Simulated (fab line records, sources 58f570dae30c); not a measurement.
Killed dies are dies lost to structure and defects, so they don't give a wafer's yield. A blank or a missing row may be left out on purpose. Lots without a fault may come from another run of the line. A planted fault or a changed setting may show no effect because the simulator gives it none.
Tool commonality check | flow berkeley_cmos170 | 16 lots, 60 wafers sampled

WHY IT WAS OPENED
At UCB170_ACTIVE_OVL_MEAS_14 the reading ACTIVE_OVL is flagged on 4 of 16 lots. Wafers without a fault read -1 nm, standard deviation 5.
Rule: a lot is flagged when every wafer of it that has a number lies more than 4 standard deviations from that mean, or none has a number. The other lots count as sound.

lot  | measured     | on         | ACTIVE_OVL (nm), wafer by wafer | flag
L205 | day 4 14:48  | overlay-02 | 2 3 0                           |
L207 | day 4 23:04  | overlay-01 | -4 -1 0                         |
L208 | day 5 11:10  | overlay-01 | -1 0 7                          |
L211 | day 5 17:47  | overlay-02 | -3 -7 -9                        |
L210 | day 5 18:10  | overlay-02 | -3 -1 6                         |
L214 | day 6 16:51  | overlay-02 | -5 1 2                          |
L216 | day 7 03:39  | overlay-01 | -15 -15 -7                      |
L218 | day 7 15:03  | overlay-02 | 5 8 -3                          |
L217 | day 7 15:10  | overlay-01 | 2 7 2                           |
L219 | day 8 00:01  | overlay-01 | -126 -130 -128 -118 -125 -119   | FLAGGED
L220 | day 8 08:55  | overlay-02 | -131 -130 -123 -126 -122 -118   | FLAGGED
L223 | day 8 17:50  | overlay-01 | -5 3 0                          |
L222 | day 8 18:04  | overlay-02 | -121 -126 -129 -113 -118 -124   | FLAGGED
L225 | day 9 10:35  | overlay-02 | -4 -5 1                         |
L226 | day 9 10:53  | overlay-01 | -128 -139 -131 -122 -133 -123   | FLAGGED
L228 | day 10 01:09 | overlay-02 | -4 2 0                          |
The numbers of the flagged lots are -125 nm on average: -124 nm against the usual, or -25 standard deviations.

WHICH TOOL RAN EACH LOT
The record holds 1 process step before the reading, out of a route of 331 steps. In each cell: the tool, then ch and the chambers that the sampled wafers went through, then the start.
lot  | flag    | UCB170_ACTIVE_EXPOSE_10
L205 |         | krf_scanner-01 ch 0, day 4 14:15
L207 |         | krf_scanner-01 ch 0, day 4 22:19
L208 |         | krf_scanner-01 ch 0, day 5 10:34
L211 |         | krf_scanner-01 ch 0, day 5 17:16
L210 |         | krf_scanner-02 ch 0, day 5 17:31
L214 |         | krf_scanner-02 ch 0, day 6 16:22
L216 |         | krf_scanner-01 ch 0, day 7 03:08
L218 |         | krf_scanner-02 ch 0, day 7 14:25
L217 |         | krf_scanner-01 ch 0, day 7 14:38
L219 | FLAGGED | krf_scanner-01 ch 0, day 7 23:31
L220 | FLAGGED | krf_scanner-01 ch 0, day 8 08:25
L223 |         | krf_scanner-02 ch 0, day 8 17:22
L222 | FLAGGED | krf_scanner-01 ch 0, day 8 17:34
L225 |         | krf_scanner-02 ch 0, day 9 10:05
L226 | FLAGGED | krf_scanner-01 ch 0, day 9 10:22
L228 |         | krf_scanner-02 ch 0, day 10 00:39
What these steps do:
- UCB170_ACTIVE_EXPOSE_10: exposes mask ACTIVE, target cd 1200 nm.
- UCB170_ACTIVE_OVL_MEAS_14

FLAGGED OVER TOTAL, TOOL BY TOOL (the gauges that took the reading come last)
step                      | tool           | lots run | flagged | share of the flagged lots | sound lots run after its first flagged lot
UCB170_ACTIVE_EXPOSE_10   | krf_scanner-01 | 10       | 4       | all                       | 0
UCB170_ACTIVE_EXPOSE_10   | krf_scanner-02 | 6        | 0       | none                      | -
UCB170_ACTIVE_OVL_MEAS_14 | overlay-01     | 7        | 2       | some                      | 1 (L223)
UCB170_ACTIVE_OVL_MEAS_14 | overlay-02     | 9        | 2       | some                      | 2 (L225,L228)

WHAT THE TABLE ALLOWS
1 row of the table ran every flagged lot: krf_scanner-01 at UCB170_ACTIVE_EXPOSE_10.
- krf_scanner-01 at UCB170_ACTIVE_EXPOSE_10: 4 of its 10 lots flagged. Its last sound lot is L217 (day 7 14:38), its first flagged lot L219 (day 7 23:31): a fault that began between those two fits.
One tool is left: krf_scanner-01 at UCB170_ACTIVE_EXPOSE_10.

WHAT THE SIMULATOR HAD PUT IN
Scanner matching overlay: krf_scanner-01, from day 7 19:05 on, at UCB170_ACTIVE_EXPOSE_10. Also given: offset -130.
Lots struck among those shown: L219, L220, L222, L226. The rule above found the same.
